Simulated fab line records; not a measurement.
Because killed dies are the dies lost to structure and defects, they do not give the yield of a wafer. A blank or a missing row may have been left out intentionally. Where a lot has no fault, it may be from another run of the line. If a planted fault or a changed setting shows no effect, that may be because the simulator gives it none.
fab line records	flow rit-cmos
record: lots: 13	wafers: 39	last-day: 7
route steps=202 shown NWELL@37 GATE@81 SILICIDE@167 M1@184
lots that met no fault: from a run of the same line without faults
start-h: the number of hours between the record's first day and the start of the first shown wafer of the lot	wait-h: hours elapsed since this lot's preceding step	" unchanged from the row above	L1.1+2: a single row standing in for several wafers	- no value, or no start given	* or withheld: withheld	< > ~ a bound
route shown NAME@n: NAME is a module with steps in the file, n the number in the route of the first one	usual: mean/standard deviation taken from wafers without a fault	same: alike in all rows	chamber/n: place in a boat	sites: readings site by site	_std_site: standard deviation across them	_edge_site: outer sites' mean less inner sites'	radius-mm: how far each site lies from the wafer's centre	mask NAME#n: copy n	behind: the tool/chamber that last shaped the wafer	hold: cause of the lot's hold/its duration in hours/its outcome	device: transistor that didn't switch, given as n, p or np	end of line: tests run on the same wafers once the route is complete	where a step has no rows: the recipe by itself	killed: at the first sort, the dies lost to defects and structure; wafer yield is something else	map: a wafer's dies, marking killed ones x, the rest . and places with no die _
set.NAME: the setting the step ran with; set.NAME@STEP: the setting that earlier step ran with	model.NAME: the simulator's own value behind a step, which no gauge read
the route's steps for a sample of lots (tables are steps, rows are wafers)
services: when a tool's chamber went out of use (start-h, in hours from the record's first day, below 0 if earlier), for how many hours, and the reason
== steps ==
step: RIT_NWELL_STRIP_09
recipe: chemistry: O2	time-s: 180	resist: NOVOLAK	platen-temp-c: withheld	power-w: 500	pressure-mtorr: 4000	o2-flow-sccm: 4000
usual: drypump-motor-current-A: 5.6/0.51	rf-refl-power-W: 7.5/1.9
lot.wafer	tool	chamber	start-h	wait-h	drypump-motor-current-A	rf-hours-counter-h	rf-refl-power-W
L539.2	plasma-asher-02	1	22.20	0.1	6.1	36	9.5
L539.5	"	1	"	"	6.1	-	9.4
L539.6	"	0	"	"	5.3	-	8.6
L540.1	plasma-asher-02	1	31.16	0.1	6.0	36	9.2
L540.4	"	1	"	"	6.1	-	9.2
L540.6	"	0	"	"	5.3	-	7.8
L541.2	plasma-asher-04	1	31.74	0.1	5.7	40	8.5
L541.5	"	1	"	"	5.7	-	8.7
L541.6	"	0	"	"	6.3	-	5.4
L542.2	plasma-asher-04	1	42.06	0.1	5.7	41	8.9
L542.3	"	1	"	"	5.7	-	9.2
L542.6	"	1	"	"	5.7	-	8.8
L543.1	plasma-asher-04	1	45.22	0.1	5.7	41	9.0
L543.2	"	0	"	"	6.3	41	5.4
L543.6	"	0	"	"	6.3	-	5.2
L544.2	plasma-asher-03	0	52.73	0.1	4.9	40	4.9
L544.4	"	0	"	"	4.8	-	4.7
L544.6	"	0	"	"	4.9	-	5.0
L546.1	plasma-asher-02	0	57.55	0.1	5.3	39	8.0
L546.4	"	0	"	"	5.3	-	8.2
L546.6	"	1	"	"	6.0	-	9.7
L552.2	plasma-asher-04	1	87.08	0.1	5.7	45	9.2
L552.3	"	1	"	"	5.6	-	9.2
L552.4	"	0	"	"	6.3	-	5.4
L554.1	plasma-asher-04	0	99.02	0.1	6.3	47	5.2
L554.2	"	1	"	"	5.7	47	8.6
L554.6	"	1	"	"	5.7	-	8.0
L556.1	plasma-asher-03	0	106.34	0.1	4.9	46	4.8
L556.4	"	0	"	"	4.9	-	4.8
L556.6	"	0	"	"	4.9	-	4.9
L557.1	plasma-asher-03	0	111.41	0.1	4.9	47	5.0
L557.3	"	0	"	"	4.9	-	4.9
L557.5	"	0	"	"	4.8	-	5.0
L558.1	plasma-asher-03	0	117.65	0.1	4.9	47	5.0
L558.4	"	0	"	"	4.9	-	4.8
L558.6	"	1	"	"	5.3	-	9.2
L560.2	plasma-asher-03	1	128.09	0.1	5.3	49	9.1
L560.4	"	0	"	"	4.8	-	4.8
L560.6	"	0	"	"	4.8	-	4.7
step: RIT_GATE_OXIDATION_05
recipe: temp-c: 900	ambient: O2	target-thk-a: 30	ox-time-s: 270
usual: ox-temp-c: 900.0/0.38
lot.wafer	tool	chamber	start-h	wait-h	ox-temp-c
L539.2	furnace-04	0	39.80	4.6	900.4
L539.5	"	0	"	"	900.1
L539.6	"	0	"	"	900.4
L540.1	furnace-01	0	42.58	0.1	900.0
L540.4	"	0	"	"	899.6
L540.6	"	0	"	"	900.1
L541.2	furnace-01	0	43.86	0.0	899.4
L541.5	"	0	"	"	899.7
L541.6	"	0	"	"	899.9
L542.2	furnace-04	0	53.27	0.0	899.8
L542.3	"	0	"	"	900.7
L542.6	"	0	"	"	899.4
L543.1	furnace-01	0	58.37	0.5	899.3
L543.2	"	0	"	"	899.3
L543.6	"	0	"	"	899.7
L544.2	furnace-01	0	63.65	0.0	899.5
L544.4	"	0	"	"	899.5
L544.6	"	0	"	"	900.1
L546.1	furnace-01	0	70.88	1.4	899.6
L546.4	"	0	"	"	899.5
L546.6	"	0	"	"	900.5
L552.2	furnace-04	0	99.84	0.3	900.2
L552.3	"	0	"	"	900.5
L552.4	"	0	"	"	900.2
L554.1	furnace-03	0	110.05	0.1	900.3
L554.2	"	0	"	"	900.0
L554.6	"	0	"	"	900.0
L556.1	furnace-01	0	118.06	0.1	900.0
L556.4	"	0	"	"	899.8
L556.6	"	0	"	"	899.5
L557.1	furnace-01	0	123.25	0.7	900.0
L557.3	"	0	"	"	900.1
L557.5	"	0	"	"	899.9
L558.1	furnace-01	0	128.35	0.1	899.9
L558.4	"	0	"	"	900.2
L558.6	"	0	"	"	900.5
L560.2	furnace-03	0	139.16	0.0	899.9
L560.4	"	0	"	"	899.8
L560.6	"	0	"	"	899.8
step: RIT_SILICIDE_RTA_06
recipe: temp-c: 750	time-s: 10	idle-temp-c: 25	ramp-up-s: 5	ramp-down-s: 10	cool-to-c: 25	ambient: N2
usual: wafer_temp_C_max: 754.4/0.88
lot.wafer	tool	chamber	start-h	wait-h	wafer_temp_C_max
L539.2	rtp-anneal-02	0	60.90	0.0	752.9
L539.5	"	0	"	"	754.4
L539.6	"	0	"	"	753.1
L541.2	rtp-anneal-02	0	62.92	0.0	753.9
L541.5	"	0	"	"	754.4
L541.6	"	0	"	"	753.9
L540.1	rtp-anneal-02	0	63.02	0.0	754.0
L540.4	"	0	"	"	754.5
L540.6	"	0	"	"	755.2
L542.2	rtp-anneal-01	0	72.27	0.0	753.0
L542.3	"	0	"	"	755.9
L542.6	"	0	"	"	755.6
L543.1	rtp-anneal-02	0	77.64	0.0	753.5
L543.2	"	0	"	"	754.7
L543.6	"	0	"	"	755.1
L544.2	rtp-anneal-01	0	82.20	0.0	753.6
L544.4	"	0	"	"	754.1
L544.6	"	0	"	"	755.0
L546.1	rtp-anneal-01	0	91.39	0.0	754.2
L546.4	"	0	"	"	755.8
L546.6	"	0	"	"	754.6
L552.2	rtp-anneal-01	0	119.90	0.0	754.0
L552.3	"	0	"	"	755.2
L552.4	"	0	"	"	755.0
L554.1	rtp-anneal-01	0	131.62	0.0	753.6
L554.2	"	0	"	"	754.0
L554.6	"	0	"	"	753.5
L556.1	rtp-anneal-01	0	138.47	0.0	753.9
L556.4	"	0	"	"	754.0
L556.6	"	0	"	"	754.3
L557.1	rtp-anneal-02	0	144.17	0.0	754.2
L557.3	"	0	"	"	755.0
L557.5	"	0	"	"	753.6
L558.1	rtp-anneal-01	0	148.57	0.0	754.8
L558.4	"	0	"	"	754.7
L558.6	"	0	"	"	755.6
L560.2	rtp-anneal-01	0	160.51	0.0	754.1
L560.4	"	0	"	"	754.8
L560.6	"	0	"	"	754.2
step: RIT_M1_SPUTTER_00
recipe: material: Al	target-thk-nm: 400	power-w: 2000	chamber-pressure-pa: 0.4	gas: Ar	time-s: 500	substrate-temp-c: 25
usual: throttle-valve-pct: 30.4/1.3
lot.wafer	tool	chamber	start-h	wait-h	throttle-valve-pct
L539.2	pvd-sputter-01	-	63.66	0.0	32.0
L539.5	"	-	"	"	28.4
L539.6	"	-	"	"	31.5
L541.2	pvd-sputter-04	-	65.31	0.0	29.7
L541.5	"	-	"	"	29.9
L541.6	"	-	"	"	27.5
L540.1	pvd-sputter-02	-	65.47	0.0	32.3
L540.4	"	-	"	"	29.5
L540.6	"	-	"	"	30.4
L542.2	pvd-sputter-01	-	74.72	0.0	28.3
L542.3	"	-	"	"	31.4
L542.6	"	-	"	"	31.0
L543.1	pvd-sputter-02	-	79.93	0.0	30.0
L543.2	"	-	"	"	29.9
L543.6	"	-	"	"	30.1
L544.2	pvd-sputter-01	-	84.48	0.0	31.3
L544.4	"	-	"	"	31.3
L544.6	"	-	"	"	28.6
L546.1	pvd-sputter-01	-	93.68	0.0	31.3
L546.4	"	-	"	"	28.6
L546.6	"	-	"	"	31.1
L552.2	pvd-sputter-01	-	122.30	0.0	31.8
L552.3	"	-	"	"	30.8
L552.4	"	-	"	"	28.3
L554.1	pvd-sputter-01	-	134.05	0.0	31.0
L554.2	"	-	"	"	32.0
L554.6	"	-	"	"	31.3
L556.1	pvd-sputter-04	-	140.77	0.0	29.7
L556.4	"	-	"	"	29.8
L556.6	"	-	"	"	29.6
L557.1	pvd-sputter-01	-	146.60	0.0	31.7
L557.3	"	-	"	"	31.0
L557.5	"	-	"	"	31.3
L558.1	pvd-sputter-02	-	151.05	0.0	29.1
L558.4	"	-	"	"	30.2
L558.6	"	-	"	"	32.4
L560.2	pvd-sputter-01	-	162.97	0.0	28.1
L560.4	"	-	"	"	32.2
L560.6	"	-	"	"	31.4
step: RIT_M1_PROBE_99
usual: killed_at_M0_to_M3: 0.0/0.083	killed-at-contacts: 0.1/0.31	killed-at-front-end: 6.3/2.7	killed-dies: 6.4/2.7	killed-open: 3.3/2	killed-short: 3/1.8
same: gross-dies: 264	killed_at_M4_up: 0	killed-at-back-side: 0	killed-at-other: 0
lot.wafer	tool	chamber	start-h	wait-h	hold	killed_at_M0_to_M3	killed-at-contacts	killed-at-front-end	killed-dies	killed-open	killed-short
L539.2	prober-01	-	67.85	0.1	-	0	0	4	4	1	3
L539.5	prober-01	-	68.00	0.2	-	0	0	6	6	2	4
L539.6	prober-01	-	68.05	0.2	-	0	0	6	6	3	3
L541.2	prober-02	-	69.38	0.1	-	0	0	8	8	3	5
L541.5	prober-02	-	69.53	0.2	-	0	0	8	8	4	4
L541.6	prober-02	-	69.58	0.2	-	0	0	7	7	3	4
L540.1	prober-01	-	70.83	0.1	-	0	0	2	2	2	0
L540.4	prober-01	-	70.98	0.2	-	0	0	5	5	1	4
L540.6	prober-01	-	71.08	0.2	-	0	0	6	6	2	4
L542.2	prober-02	-	78.96	0.1	-	0	0	6	6	3	3
L542.3	prober-02	-	79.01	0.2	-	0	0	8	8	4	4
L542.6	prober-02	-	79.16	0.2	-	0	0	5	5	3	2
L543.1	prober-01	-	84.12	0.1	-	0	0	4	4	3	1
L543.2	prober-01	-	84.17	0.1	-	0	0	4	4	3	1
L543.6	prober-01	-	84.37	0.2	-	0	0	5	5	2	3
L544.2	prober-02	-	89.48	0.1	-	0	0	2	2	1	1
L544.4	prober-02	-	89.58	0.2	-	0	0	3	3	0	3
L544.6	prober-02	-	89.68	0.2	-	0	0	4	4	3	1
L546.1	prober-02	-	97.99	0.1	-	0	0	9	9	4	5
L546.4	prober-02	-	98.14	0.2	-	0	0	8	8	6	2
L546.6	prober-02	-	98.24	0.2	-	0	0	11	11	7	4
L552.2	prober-01	-	126.51	0.1	await-dispo/5.0h/release	0	1	12	13	3	4
L552.3	prober-01	-	126.56	0.2	await-dispo/5.0h/release	0	1	13	14	3	5
L552.4	prober-01	-	126.61	0.2	await-dispo/5.0h/release	0	0	13	13	4	3
L554.1	prober-01	-	138.09	0.1	-	1	0	8	9	4	5
L554.2	prober-01	-	138.14	0.1	-	0	0	7	7	3	3
L554.6	prober-01	-	138.34	0.2	-	0	0	5	5	3	2
L556.1	prober-01	-	144.80	0.1	-	0	0	2	2	0	1
L556.4	prober-01	-	144.95	0.2	-	0	0	7	7	3	2
L556.6	prober-01	-	145.05	0.2	-	0	1	4	5	2	3
L557.1	prober-02	-	150.63	0.1	-	0	0	5	5	3	1
L557.3	prober-02	-	150.73	0.2	-	0	1	9	10	4	6
L557.5	prober-02	-	150.83	0.2	-	0	0	3	3	1	2
L558.1	prober-01	-	155.19	0.1	-	0	0	5	5	1	4
L558.4	prober-01	-	155.34	0.2	-	0	1	5	6	2	4
L558.6	prober-01	-	155.44	0.2	-	0	0	2	2	1	1
L560.2	prober-01	-	167.22	0.1	-	0	1	8	9	2	7
L560.4	prober-01	-	167.32	0.2	-	0	0	7	7	4	3
L560.6	prober-01	-	167.42	0.2	-	0	0	5	5	2	3
killed by level:class
L539.2 FOX1:geometric-particle:short=1 GATE:geometric-particle:short=1 REOX:geometric-particle:open=1 SILICIDE:geometric-particle:short=1
L539.5 ACTIVE:geometric-particle:short=1 FOX1:geometric-particle:short=1 REOX:geometric-particle:open=1 SPACER:geometric-particle:short=1 SPACER:geometric-particle:open=1 SILICIDE:geometric-particle:short=1
L539.6 GATE:geometric-particle:open=2 SILICIDE:geometric-particle:short=2 FOX1:geometric-particle:open=1 FOX1:geometric-particle:short=1
L541.2 FOX2:geometric-particle:short=2 REOX:geometric-particle:short=2 ACTIVE:geometric-particle:open=1 GATE:geometric-particle:open=1 GATE:geometric-particle:short=1 SILICIDE:geometric-particle:open=1
L541.5 FOX1:geometric-particle:short=2 SPACER:geometric-particle:open=2 FOX2:geometric-particle:open=1 FOX2:geometric-particle:short=1 REOX:geometric-particle:open=1 SILICIDE:geometric-particle:short=1
L541.6 GATE:geometric-particle:short=2 SILICIDE:geometric-particle:open=2 REOX:geometric-particle:short=1 REOX:geometric-particle:open=1 SPACER:geometric-particle:short=1
L540.1 FOX1:geometric-particle:open=1 SPACER:geometric-particle:open=1
L540.4 GATE:geometric-particle:short=2 FOX1:geometric-particle:short=1 REOX:geometric-particle:open=1 SILICIDE:geometric-particle:short=1
L540.6 GATE:geometric-particle:short=2 FOX1:geometric-particle:short=1 REOX:geometric-particle:short=1 REOX:geometric-particle:open=1 SPACER:geometric-particle:open=1
L542.2 SPACER:geometric-particle:short=2 GATE:geometric-particle:open=1 REOX:geometric-particle:open=1 SPACER:geometric-particle:open=1 SILICIDE:geometric-particle:short=1
L542.3 FOX2:geometric-particle:short=2 GATE:geometric-particle:open=2 ACTIVE:geometric-particle:open=1 FOX1:geometric-particle:short=1 GATE:geometric-particle:short=1 REOX:geometric-particle:open=1
L542.6 GATE:geometric-particle:short=2 FOX1:geometric-particle:open=1 GATE:geometric-particle:open=1 SILICIDE:geometric-particle:open=1
L543.1 FOX1:geometric-particle:open=1 GATE:geometric-particle:short=1 REOX:geometric-particle:open=1 SILICIDE:geometric-particle:open=1
L543.2 GATE:geometric-particle:open=2 FOX1:geometric-particle:open=1 REOX:geometric-particle:short=1
L543.6 GATE:geometric-particle:short=2 GATE:geometric-particle:open=1 SPACER:geometric-particle:short=1 SPACER:geometric-particle:open=1
L544.2 GATE:geometric-particle:short=1 REOX:geometric-particle:open=1
L544.4 GATE:geometric-particle:short=1 REOX:geometric-particle:short=1 SPACER:geometric-particle:short=1
L544.6 FOX2:geometric-particle:open=1 GATE:geometric-particle:open=1 SPACER:geometric-particle:short=1 SPACER:geometric-particle:open=1
L546.1 GATE:geometric-particle:short=2 GATE:geometric-particle:open=2 SILICIDE:geometric-particle:short=2 FOX1:geometric-particle:open=1 REOX:geometric-particle:open=1 SPACER:geometric-particle:short=1
L546.4 GATE:geometric-particle:open=2 GATE:geometric-particle:short=2 FOX1:geometric-particle:open=1 REOX:geometric-particle:open=1 SPACER:geometric-particle:open=1 SILICIDE:geometric-particle:open=1
L546.6 GATE:geometric-particle:open=5 SPACER:geometric-particle:short=2 FOX2:geometric-particle:open=1 GATE:geometric-particle:short=1 REOX:geometric-particle:short=1 REOX:geometric-particle:open=1
L552.2 GATE:unspecified=6 REOX:geometric-particle:open=2 FOX2:geometric-particle:short=1 GATE:geometric-particle:open=1 GATE:geometric-particle:short=1 SPACER:geometric-particle:short=1 CONTACT:geometric-particle:short=1
L552.3 GATE:unspecified=6 GATE:geometric-particle:short=4 GATE:geometric-particle:open=2 FOX1:geometric-particle:open=1 CONTACT:geometric-particle:short=1
L552.4 GATE:unspecified=6 GATE:geometric-particle:open=2 FOX1:geometric-particle:short=1 REOX:geometric-particle:open=1 REOX:geometric-particle:short=1 SPACER:geometric-particle:open=1 SPACER:geometric-particle:short=1
L554.1 FOX1:geometric-particle:short=2 REOX:geometric-particle:open=2 SPACER:geometric-particle:short=2 FOX1:geometric-particle:open=1 GATE:geometric-particle:short=1 M1:geometric-particle:open=1
L554.2 GATE:geometric-particle:short=2 GATE:geometric-particle:open=1 REOX:geometric-particle:open=1 SILICIDE:geometric-particle:open=1 SILICIDE:geometric-particle:short=1 NRETRO:coat-microbubble-printed=1
L554.6 FOX2:geometric-particle:open=2 GATE:geometric-particle:short=2 FOX1:geometric-particle:open=1
L556.1 FOX1:geometric-particle:short=1 NWELL:coat-microbubble-printed=1
L556.4 REOX:geometric-particle:open=3 NWELL:coat-microbubble-printed=2 GATE:geometric-particle:short=1 REOX:geometric-particle:short=1
L556.6 FOX1:geometric-particle:short=1 GATE:geometric-particle:open=1 REOX:geometric-particle:open=1 REOX:geometric-particle:short=1 CONTACT:geometric-particle:short=1
L557.1 REOX:geometric-particle:open=1 SPACER:geometric-particle:open=1 SILICIDE:geometric-particle:short=1 SILICIDE:geometric-particle:open=1 GATE:coat-microbubble-printed=1
L557.3 SILICIDE:geometric-particle:short=3 GATE:geometric-particle:open=2 REOX:geometric-particle:open=2 FOX1:geometric-particle:short=1 GATE:geometric-particle:short=1 CONTACT:geometric-particle:short=1
L557.5 FOX1:geometric-particle:short=1 GATE:geometric-particle:open=1 REOX:geometric-particle:short=1
L558.1 SPACER:geometric-particle:short=2 FOX2:geometric-particle:short=1 GATE:geometric-particle:short=1 SPACER:geometric-particle:open=1
L558.4 SPACER:geometric-particle:open=2 FOX1:geometric-particle:short=1 FOX2:geometric-particle:short=1 SPACER:geometric-particle:short=1 CONTACT:geometric-particle:short=1
L558.6 SPACER:geometric-particle:short=1 SILICIDE:geometric-particle:open=1
L560.2 FOX1:geometric-particle:short=2 SILICIDE:geometric-particle:short=2 FOX2:geometric-particle:short=1 GATE:geometric-particle:open=1 GATE:geometric-particle:short=1 SILICIDE:geometric-particle:open=1 CONTACT:geometric-particle:short=1
L560.4 FOX1:geometric-particle:open=2 SILICIDE:geometric-particle:short=2 GATE:geometric-particle:short=1 REOX:geometric-particle:open=1 SPACER:geometric-particle:open=1
L560.6 FOX1:geometric-particle:open=1 GATE:geometric-particle:short=1 SPACER:geometric-particle:open=1 SPACER:geometric-particle:short=1 SILICIDE:geometric-particle:short=1
== services ==
tool	chamber	start-h	hours	kind
rtp-anneal-01	-	8.26	3.2	pm
furnace-04	-	9.69	3.2	pm
plasma-asher-02	-	11.82	2.8	pm
furnace-04	-	24.22	1.5	repair
furnace-03	-	29.80	7.7	pm
rtp-anneal-02	-	43.34	4.9	pm
pvd-sputter-04	-	62.21	2.7	repair
plasma-asher-04	-	68.49	0.4	repair
plasma-asher-02	-	108.75	9.0	pm
plasma-asher-02	0	108.75	9.0	vent-cycle
plasma-asher-02	1	108.75	9.0	vent-cycle
plasma-asher-02	0	117.75	-	clean
plasma-asher-02	1	117.75	-	clean
pvd-sputter-01	-	129.01	3.0	repair
furnace-03	-	133.39	3.7	pm
plasma-asher-04	-	144.55	14.6	pm
pvd-sputter-04	-	147.69	5.4	repair
plasma-asher-03	-	153.05	2.8	pm
furnace-01	-	153.07	4.6	pm
== key ==
first-sign: step: RIT_M1_PROBE_99	reading: killed-dies	direction: up	sigmas: 2.6	usual: 6.4	struck: 13.3
effect: step: RIT_M1_PROBE_99	reading: killed-at-front-end	direction: up	sigmas: 2.3	usual: 6.3	struck: 12.7
met-at RIT_GATE_OXIDATION_05
struck-lots L552
struck-wafers L552.2,L552.3,L552.4
tester-left-out L552
not-acting-at RIT_NWELL_STRIP_09,RIT_SILICIDE_RTA_06,RIT_M1_SPUTTER_00
onset-between 53.27 99.84
fault: kind: chamber-particle-source	tool: furnace-04	chamber: 0	onset-h: 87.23	steps: RIT_GATE_OXIDATION_05	rate-per-visit-cm2: 0.030625	end-h: 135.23
tester-left-out: of these lots the tester's yield and bins aren't shown, on N5 and GAA mostly nor the transistor test; their killed dies are dies lost to structure and defects alone, not to doping, threshold or leakage, so they don't give the yield
